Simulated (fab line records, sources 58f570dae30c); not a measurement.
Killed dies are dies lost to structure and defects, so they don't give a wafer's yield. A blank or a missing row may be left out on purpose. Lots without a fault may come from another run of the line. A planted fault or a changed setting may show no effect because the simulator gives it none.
Which tool did it? | flow berkeley_cmos170 | 7 lots, 21 wafers sampled, at 1 step of a route of 331

WHAT THE GAUGES READ, wafer by wafer
UCB170_FIELD_THK_MEAS_02.
lot  | measured    | on            | FIELD_OXIDE_THK (nm)
L948 | day 5 14:52 | film_metro-04 | 561 564 566
L952 | day 6 12:45 | film_metro-04 | 557 557 557
L951 | day 6 12:50 | film_metro-04 | 554 552 548
L959 | day 7 08:34 | film_metro-02 | 573 568 573
L966 | day 9 13:26 | film_metro-03 | 545 546 543
L964 | day 9 13:31 | film_metro-02 | 556 561 563
L968 | day 9 13:32 | film_metro-04 | 552 551 557

WHICH TOOL RAN EACH LOT (tool, then ch and the chambers of the sampled wafers, then the start)
The record holds no process step before these readings.

THE ANSWER, worked out from the rows above alone
Rule: what is usual is taken from the lots themselves. Put in order of their means at a reading, lots are off if they are a third of the lots or fewer, leave a main group of 4 or more, and stand apart from it by a gap of 3 or more times the standard deviation of the main group's means; of several such gaps the widest counts. A main group whose means are all the same, to the digits that the tables above print for the reading, isn't used. A lot without any number at a reading at which 4 lots or more have one is off too. The other lots that the step has rows for count as sound.
No lot is off at any reading shown: from this, nothing can be told.

WHAT THE SIMULATOR HAD PUT IN
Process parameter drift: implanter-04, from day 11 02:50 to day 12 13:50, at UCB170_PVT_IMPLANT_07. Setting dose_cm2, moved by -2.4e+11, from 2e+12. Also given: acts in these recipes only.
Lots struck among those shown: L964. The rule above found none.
